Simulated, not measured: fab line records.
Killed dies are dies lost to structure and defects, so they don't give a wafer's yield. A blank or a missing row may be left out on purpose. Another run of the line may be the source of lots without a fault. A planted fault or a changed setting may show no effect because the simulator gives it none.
Which tool is to blame?	flow berkeley_cmos170	13 lots with 39 wafers sampled at 6 steps, on a route of 331 steps

## WHAT THE GAUGES SHOWED, per wafer
UCB170_PFIELD_OVL_MEAS_06.
lot	measured	on	PFIELD_OVL (nm)
L869	day 5 06:28	overlay-01	-2 6 -3
L870	day 5 07:34	overlay-02	-1 -2 3
L871	day 5 19:27	overlay-01	-8 1 -6
L873	day 6 11:43	overlay-02	- - -
L880	day 7 17:08	overlay-02	-9 -6 -7
L881	day 7 17:23	overlay-01	-3 -3 -4
L884	day 8 09:52	overlay-02	10 7 7
L885	day 8 12:01	overlay-02	2 -3 -1
L883	day 8 11:46	overlay-01	3 4 2
L882	day 8 12:06	overlay-02	-3 -10 2
L886	day 9 03:16	overlay-01	4 12 8
L887	day 9 03:44	overlay-01	6 5 5
L888	day 9 15:01	overlay-01	0 -7 -2

UCB170_PFIELD_TW_MEAS_09.
lot	measured	on	PFIELD_TW
L869	day 5 06:46	film_metro-04	600 598 604
L870	day 5 07:51	film_metro-01	605 605 602
L871	day 5 19:44	film_metro-04	599 602 601
L873	day 6 12:01	film_metro-01	30 30 30
L880	day 7 17:26	film_metro-04	595 596 595
L881	day 7 17:40	film_metro-04	593 595 592
L884	day 8 10:10	film_metro-03	604 606 605
L885	day 8 12:18	film_metro-01	604 602 601
L883	day 8 12:04	film_metro-03	608 609 608
L882	day 8 12:23	film_metro-03	604 608 608
L886	day 9 03:33	film_metro-01	600 597 598
L887	day 9 04:01	film_metro-03	601 596 596
L888	day 9 15:19	film_metro-03	598 600 600

UCB170_SCREENOX_THK_MEAS_02.
lot	measured	on	SCREENOX_OXIDE_THK (nm)
L869	day 6 12:55	film_metro-03	14.95 14.94 14.74
L870	day 6 12:53	film_metro-02	14.43 14.51 14.37
L871	day 7 02:52	film_metro-03	14.06 13.91 14.09
L873	day 7 16:46	film_metro-04	14.38 14.29 14.45
L880	day 8 20:47	film_metro-04	14.57 14.60 14.38
L881	day 8 20:47	film_metro-03	14.12 14.19 14.51
L884	day 9 14:51	film_metro-02	14.34 14.39 14.53
L885	day 9 14:50	film_metro-04	14.25 14.37 14.47
L883	day 9 14:52	film_metro-03	14.27 14.31 14.38
L882	day 9 14:54	film_metro-03	14.44 14.20 14.48
L886	day 10 07:08	film_metro-02	14.05 14.21 14.14
L887	day 10 07:10	film_metro-04	14.59 14.37 14.48
L888	day 10 20:23	film_metro-02	14.55 14.82 14.49

## EACH LOT AND THE TOOL THAT RAN IT (in order: tool; ch and the chambers of the sampled wafers; start)
lot	UCB170_ACTIVE_ETCH_15	UCB170_PFIELD_EXPOSE_03	UCB170_PFIELD_STRIP_08
L869	rie_diel-04 ch 1,2,3, day 5 03:47	krf_scanner-02 ch 0, day 5 05:38	plasma_asher-01 ch 0,1, day 5 06:41
L870	rie_diel-04 ch 1,3, day 5 04:31	krf_scanner-01 ch 0, day 5 06:19	plasma_asher-02 ch 0,1, day 5 07:45
L871	rie_diel-02 ch 0,2,3, day 5 17:44	krf_scanner-01 ch 0, day 5 19:02	plasma_asher-01 ch 0,1, day 5 19:39
L873	rie_diel-04 ch 0,2,3, day 6 09:19	krf_scanner-01 ch 0, day 6 10:34	plasma_asher-01 ch 0,1, day 6 11:55
L880	rie_diel-03 ch 0,1, day 7 15:31	krf_scanner-01 ch 0, day 7 16:45	plasma_asher-04 ch 0,1, day 7 17:20
L881	rie_diel-02 ch 0,1,2, day 7 15:46	krf_scanner-02 ch 0, day 7 16:59	plasma_asher-01 ch 0,1, day 7 17:34
L884	rie_diel-02 ch 0,1,3, day 8 08:28	krf_scanner-02 ch 0, day 8 09:29	plasma_asher-02 ch 0,1, day 8 10:03
L885	rie_diel-03 ch 0,1,2, day 8 08:41	krf_scanner-01 ch 0, day 8 11:08	plasma_asher-02 ch 0,1, day 8 12:12
L883	rie_diel-04 ch 0,2,3, day 8 08:46	krf_scanner-02 ch 0, day 8 10:53	plasma_asher-02 ch 0,1, day 8 11:58
L882	rie_diel-02 ch 0,1, day 8 09:02	krf_scanner-01 ch 0, day 8 11:16	plasma_asher-01 ch 0,1, day 8 12:17
L886	rie_diel-03 ch 1,2,3, day 9 01:30	krf_scanner-02 ch 0, day 9 02:40	plasma_asher-02 ch 0,1, day 9 03:27
L887	rie_diel-04 ch 0,2,3, day 9 01:44	krf_scanner-01 ch 0, day 9 03:10	plasma_asher-02 ch 0,1, day 9 03:56
L888	rie_diel-02 ch 1,2,3, day 9 11:36	krf_scanner-01 ch 0, day 9 14:37	plasma_asher-02 ch 0,1, day 9 15:13
- UCB170_ACTIVE_ETCH_15: etches Si3N4 in CH3F/Ar/O2, stops on SiO2, target depth 242 nm, time 151 s.
- UCB170_PFIELD_EXPOSE_03: exposes mask PFIELD, target cd 1500 nm.
- UCB170_PFIELD_STRIP_08: strips in O2.

## WHAT THE TOOLS THEMSELVES READ (means of the sampled wafers that have a number; where no wafer has one, the mark that the record gives instead)
UCB170_ACTIVE_ETCH_15.
lot	tool	drypump_motor_current_A (A)	mfc_ar_sccm (sccm)	oes_product_au (a.u.)	throttle_valve_pct (%)
L869	rie_diel-04	5.61	50.00	0.954	8.12
L870	rie_diel-04	5.51	49.95	0.952	8.12
L871	rie_diel-02	5.79	50.13	0.932	8.08
L873	rie_diel-04	5.67	50.11	0.946	8.00
L880	rie_diel-03	5.68	49.96	0.929	8.19
L881	rie_diel-02	5.78	50.07	0.931	8.22
L884	rie_diel-02	5.87	49.90	0.940	8.10
L885	rie_diel-03	5.83	49.91	0.939	8.10
L883	rie_diel-04	5.65	50.07	0.951	8.00
L882	rie_diel-02	5.56	49.92	0.943	8.21
L886	rie_diel-03	5.85	50.02	0.936	8.00
L887	rie_diel-04	5.65	49.90	0.952	7.99
L888	rie_diel-02	6.09	50.07	0.928	8.11

UCB170_PFIELD_EXPOSE_03.
lot	tool	reticle_temp_C (C)
L869	krf_scanner-02	22.93
L870	krf_scanner-01	23.10
L871	krf_scanner-01	23.09
L873	krf_scanner-01	23.07
L880	krf_scanner-01	23.12
L881	krf_scanner-02	22.89
L884	krf_scanner-02	22.99
L885	krf_scanner-01	23.06
L883	krf_scanner-02	23.10
L882	krf_scanner-01	22.92
L886	krf_scanner-02	23.14
L887	krf_scanner-01	23.00
L888	krf_scanner-01	22.88

UCB170_PFIELD_STRIP_08.
lot	tool	drypump_motor_current_A (A)	oes_product_au (a.u.)	strip_time_to_endpoint_s (s)
L869	plasma_asher-01	5.78	0.736	21.34
L870	plasma_asher-02	5.78	0.736	21.32
L871	plasma_asher-01	5.64	0.737	21.44
L873	plasma_asher-01	5.80	0.734	21.47
L880	plasma_asher-04	5.32	0.733	21.45
L881	plasma_asher-01	5.76	0.734	21.48
L884	plasma_asher-02	5.79	0.737	21.46
L885	plasma_asher-02	5.79	0.734	21.45
L883	plasma_asher-02	5.86	0.735	21.38
L882	plasma_asher-01	5.65	0.732	21.52
L886	plasma_asher-02	5.85	0.732	21.56
L887	plasma_asher-02	5.80	0.733	21.50
L888	plasma_asher-02	5.80	0.739	21.45

## THE ANSWER, worked out from the rows above alone
Rule: the lots themselves supply what counts as usual. The widest of any qualifying gaps counts: lots, ordered by their means at a reading, are off when they make up no more than a third of the lots, leave a main group of 4 or more, and stand apart from it by 3 or more times the standard deviation of that group's means. A main group is skipped when, at the precision printed for the reading in the tables above, its means are all equal. Also off: a lot with no number at a reading for which 4 or more lots have one. All remaining lots with rows at the step are treated as sound. The gauges are gone through in route order, then the tools' own readings, and for those a lot's mean is taken as printed above. The first step at which some lot is off is used, and at that step the reading that is off furthest; a lot without a number counts as furthest.
Off: L873, seen at UCB170_PFIELD_OVL_MEAS_06 (PFIELD_OVL). Without a number there: L873. The main group: mean 0 nm, standard deviation 4.8.
A tool fits if, at a process step before that reading, it ran every lot that is off, and no sound lot after the first of them. Not tried: the gauges at UCB170_PFIELD_OVL_MEAS_06; whatever is off there is also off at UCB170_PFIELD_TW_MEAS_09, on other tools, and gauge error can't account for it. No candidate that was tried fits.

## WHAT THE SIMULATOR HAD INSERTED
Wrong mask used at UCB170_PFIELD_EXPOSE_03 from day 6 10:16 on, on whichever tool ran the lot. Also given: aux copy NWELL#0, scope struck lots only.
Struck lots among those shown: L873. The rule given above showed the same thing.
